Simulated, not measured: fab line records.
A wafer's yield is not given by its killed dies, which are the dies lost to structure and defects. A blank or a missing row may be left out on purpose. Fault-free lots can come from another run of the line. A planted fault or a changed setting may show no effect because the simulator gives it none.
Struck lot and sound lot, side by side || flow berkeley_cmos170 || 15 out of 331 route steps
Sound: these wafers, L628.1, L628.5, L628.6. Wafers struck: L636.3, L636.4, L636.6. At the end, the cause is stated.
At each step with rows: each side's tool, then ch and its chambers, then its first start. Under that, the readings that differ: sound wafers || struck wafers || difference of the means || sigmas: that difference in standard deviations of wafers without a fault.
alike: words and numbers the same on both sides, and readings whose means are apart by under 2 such deviations; not compared: readings that were withheld, readings missing a value for some wafer, numbers with overlapping values and no deviation given by the record, and bounds like >300 which may hide the same value.
Wherever a step has rows on one side only, a row that says differs or no value, or a row with sigmas, the two part there. Non-overlapping numbers with no deviation appear without sigmas and do not part them. Lack of a reading on every wafer of one side parts them only where that side has two or more wafers.

first, 1 step without rows for these wafers: UCB170_PWELL_OXIDATION_02 (target thk 26.4 nm, ox time 1260 s).
UCB170_PWELL_THK_MEAS_03:
  sound: film_metro-01 at day 2 21:38; struck: film_metro-02 at day 4 18:16
  alike: PWELL_OXIDE_THK
then, 2 steps without rows for these wafers: UCB170_PWELL_ANNEAL_04 (time 900 s); UCB170_PWELL_CVD_05 (deposits Si3N4 from SiH2Cl2/NH3, target thk 220 nm, time 3300 s).
UCB170_PWELL_THK_MEAS_06:
  sound: film_metro-01 at day 3 04:14; struck: film_metro-02 at day 5 00:38
{"reading": "PWELL_NITRIDE_THK (nm)", "sound": "219.2 222.3 219.5", "struck": "215.6 215.0 216.2", "difference": -4.7, "sigmas": -3}
then, 6 steps without rows for these wafers: UCB170_PWELL_HMDS_07 (prime time 60 s); UCB170_PWELL_COAT_08 (resist thk 900 nm); UCB170_PWELL_SOFTBAKE_09 (time 60 s); UCB170_PWELL_EXPOSE_10 (exposes mask PWELL, target cd 3000 nm); UCB170_PWELL_PEB_11; UCB170_PWELL_DEVELOP_12 (develop time 45 s).
UCB170_PWELL_OVL_MEAS_13:
  sound: overlay-01 at day 3 05:28; struck: overlay-01 at day 5 02:17
  alike: PWELL_OVL
UCB170_PWELL_ETCH_14: etches Si3N4 in CH3F/Ar/O2, stops on SiO2, target depth 242 nm, time 151 s.
  sound on rie_diel-02 ch 1,2,3, day 3 05:30; struck on rie_diel-03 ch 2,3, day 5 02:19
{"reading": "over_etch_frac", "sound": "0.1 0.1 0.1", "struck": "0.15919 0.15919 0.15919", "difference": "+0.05919", "sigmas": ""}
{"reading": "model.KrF_of_PWELL_COAT_08.thk_nm (nm)", "sound": "721.4 720.7 724.2", "struck": "717.7 719.1 717.7", "difference": -3.9, "sigmas": ""}
{"reading": "model.SiO2_of_PWELL_OXIDATION_02.thk_nm (nm)", "sound": "21.9 22.38 22.6", "struck": "20.03 20.09 19.93", "difference": -2.28, "sigmas": ""}
  alike: drypump_motor_current_A, oes_product_au, throttle_valve_pct
  not compared: rf_hours_counter_h
after that, 1 step had no rows for these wafers: UCB170_PWELL_IMPLANT_15.
UCB170_M3_PROBE_99:
  the record holds rows for the sound wafers here (prober-01, day 8 03:11) but none for the struck ones

== WHERE THEY PART ==
Last at UCB170_M3_PROBE_99 as far as this record goes, first at UCB170_PWELL_THK_MEAS_06.

WHY: what the simulator had put in
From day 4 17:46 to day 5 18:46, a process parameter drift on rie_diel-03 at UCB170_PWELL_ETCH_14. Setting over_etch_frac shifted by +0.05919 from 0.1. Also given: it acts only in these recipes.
